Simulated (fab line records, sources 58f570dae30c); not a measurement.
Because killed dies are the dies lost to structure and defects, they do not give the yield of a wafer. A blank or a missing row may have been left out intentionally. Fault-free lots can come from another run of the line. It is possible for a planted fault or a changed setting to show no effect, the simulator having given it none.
A single fault, viewed from 2 desks | flow berkeley_cmos170 | each desk has only its own numbers; what lay behind them comes last

== AT THE TOOL OWNER'S DESK: implanter-03 ==
The tool's own readings at UCB170_PWELL_IMPLANT_15: means of the sampled wafers that have a number, for each lot that ran on this tool. The brackets show how far a lot's mean lies from the usual mean; more than 4 standard deviations puts the lot out of limits, marked OUT.
Columns: A = beam_energy_keV at UCB170_PWELL_IMPLANT_15, usual 60.000
lot  | first seen here | A
L723 | day 2 22:50     | 59.983
L724 | day 3 13:25     | 59.992
L732 | day 4 21:29     | 60.033
L738 | day 6 01:29     | 65.738 (+99 or more) OUT
L740 | day 6 15:31     | 65.711 (+99 or more) OUT
This desk finds L738, L740 out of limits, L738 being first, at day 6 01:29 (beam_energy_keV at UCB170_PWELL_IMPLANT_15). In limits: L723, L724, L732.

== FROM THE METROLOGY DESK ==
Lot by lot, what the gauges showed, no matter which tool ran the lot: averages of those sampled wafers that carry a number. The brackets show how far a lot's mean lies from the usual mean; more than 4 standard deviations puts the lot out of limits, marked OUT.
Columns: A = V1_BOW at UCB170_V1_BOW_MEAS_03, usual 18 um; B = M3_BOW at UCB170_M3_BOW_MEAS_20, usual 35 um
lot  | first seen here | A  | B
L723 | day 7 14:10     | 19 | 39
L724 | day 7 23:59     | 15 | 30
L726 | day 8 06:44     | 18 | 36
L729 | day 8 19:59     | 16 | 33
L730 | day 8 20:16     | 23 | 46
L731 | day 8 20:32     | 20 | 38
L732 | day 9 13:30     | 17 | 31
L733 | day 9 13:44     | 21 | 37
L735 | day 10 03:34    | 21 | 38
L738 | day 10 20:23    | 22 | 40
L740 | day 11 12:32    | 15 | 30
L744 | day 12 02:47    | 15 | 34
L746 | day 12 13:16    | 14 | 32
L745 | day 12 13:36    | 25 | 42
This desk found nothing out of limits on any of the 14 lots.

== BROUGHT TOGETHER ==
An alarm could have come from the tool owner's desk at day 6 01:29, on L738, L740.
Metrology desk: nothing out of limits seen.
The metrology desk has L738, L740 on record, within its limits.
Of the lots named, all ran UCB170_PWELL_IMPLANT_15 on implanter-03.

== WHAT WAS PUT IN BY THE SIMULATOR ==
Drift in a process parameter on implanter-03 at UCB170_PWELL_IMPLANT_15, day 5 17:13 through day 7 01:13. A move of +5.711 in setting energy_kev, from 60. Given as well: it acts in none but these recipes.
Lots struck among those shown: L738, L740.
Delay in hours, fault start to first out-of-limits reading, by desk: the tool owner's desk at 8.
